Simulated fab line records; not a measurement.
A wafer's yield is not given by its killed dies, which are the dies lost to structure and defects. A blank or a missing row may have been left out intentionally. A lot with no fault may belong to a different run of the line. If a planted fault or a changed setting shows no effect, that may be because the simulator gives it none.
Which of the tools did it? ; flow berkeley_cmos170 ; 15 lots, 45 wafers sampled, at 2 steps of a route of 331

== WHAT THE GAUGES READ, wafer by wafer ==
UCB170_WELLDRIVE_THK_MEAS_02.
lot;measured;on;WELLDRIVE_OXIDE_THK (nm)
L320;day 3 11:49;film_metro-04;198 198 197
L321;day 3 16:20;film_metro-02;197 197 200
L322;day 4 07:44;film_metro-04;201 199 198
L323;day 4 14:14;film_metro-03;194 196 195
L324;day 4 14:14;film_metro-04;202 198 200
L325;day 5 04:23;film_metro-02;296 298 301
L328;day 5 16:58;film_metro-03;302 302 303
L333;day 6 05:27;film_metro-03;292 295 290
L334;day 6 13:26;film_metro-02;202 203 204
L335;day 6 16:56;film_metro-04;197 200 199
L336;day 6 16:57;film_metro-02;198 200 198
L338;day 7 02:37;film_metro-03;201 201 199
L341;day 7 21:23;film_metro-04;198 201 197
L343;day 7 21:22;film_metro-03;205 203 200
L342;day 8 00:51;film_metro-02;205 202 202

== WHICH TOOL RAN EACH LOT (tool, then ch and the chambers of the sampled wafers, then the start) ==
lot;UCB170_WELLDRIVE_OXIDATION_01
L320;furnace-03 ch 0, day 3 08:19
L321;furnace-01 ch 0, day 3 12:49
L322;furnace-01 ch 0, day 4 04:13
L323;furnace-01 ch 0, day 4 10:43
L324;furnace-01 ch 0, day 4 10:43
L325;furnace-03 ch 0, day 4 20:08
L328;furnace-03 ch 0, day 5 09:47
L333;furnace-02 ch 0, day 5 21:05
L334;furnace-03 ch 0, day 6 09:56
L335;furnace-03 ch 0, day 6 13:26
L336;furnace-03 ch 0, day 6 13:26
L338;furnace-03 ch 0, day 6 23:07
L341;furnace-01 ch 0, day 7 17:51
L343;furnace-01 ch 0, day 7 17:51
L342;furnace-01 ch 0, day 7 21:21
- UCB170_WELLDRIVE_OXIDATION_01: target thk 199 nm, ox time 9000 s.

== WHAT THE TOOLS THEMSELVES READ (means of the sampled wafers that have a number; where no wafer has one, the mark that the record gives instead) ==
UCB170_WELLDRIVE_OXIDATION_01.
lot;tool;spike_tc_load_C (C);tube_center_temp_C (C)
L320;furnace-03;1129.6;1100
L321;furnace-01;1126.9;1100
L322;furnace-01;1127.9;1100
L323;furnace-01;1128.7;1100
L324;furnace-01;1128.1;1100
L325;furnace-03;1128.8;1100
L328;furnace-03;1128.6;1100
L333;furnace-02;1123.3;1100
L334;furnace-03;1129.2;1100
L335;furnace-03;1129.6;1100
L336;furnace-03;1129.2;1100
L338;furnace-03;1129.4;1100
L341;furnace-01;1128.7;1100
L343;furnace-01;1128.1;1100
L342;furnace-01;1127.6;1100

== THE ANSWER, worked out from the rows above alone ==
Rule: the usual values come from the lots themselves. The widest of any qualifying gaps counts: lots, ordered by their means at a reading, are off when they make up no more than a third of the lots, leave a main group of 4 or more, and stand apart from it by 3 or more times the standard deviation of that group's means. Not used: any main group whose means are identical at the precision the tables above print for the reading. A lot without any number at a reading at which 4 lots or more have one is off too. All remaining lots with rows at the step are treated as sound. Order of review: gauges by route order, followed by the tools' own readings, for which a lot's mean as printed above is used. At the first step where some lot is off, the reading lying furthest off is the one used; lots without a number count as furthest.
Off: L325, L328, L333, at UCB170_WELLDRIVE_THK_MEAS_02 (WELLDRIVE_OXIDE_THK). The main group: mean 200 nm, standard deviation 2.3.
A tool fits if, at a process step before that reading, it ran every lot that is off, and no sound lot after the first of them. Those tools and the gauges at UCB170_WELLDRIVE_THK_MEAS_02 are tried in the same way. Not one of the candidates tried fits.

== WHAT THE SIMULATOR PUT IN ==
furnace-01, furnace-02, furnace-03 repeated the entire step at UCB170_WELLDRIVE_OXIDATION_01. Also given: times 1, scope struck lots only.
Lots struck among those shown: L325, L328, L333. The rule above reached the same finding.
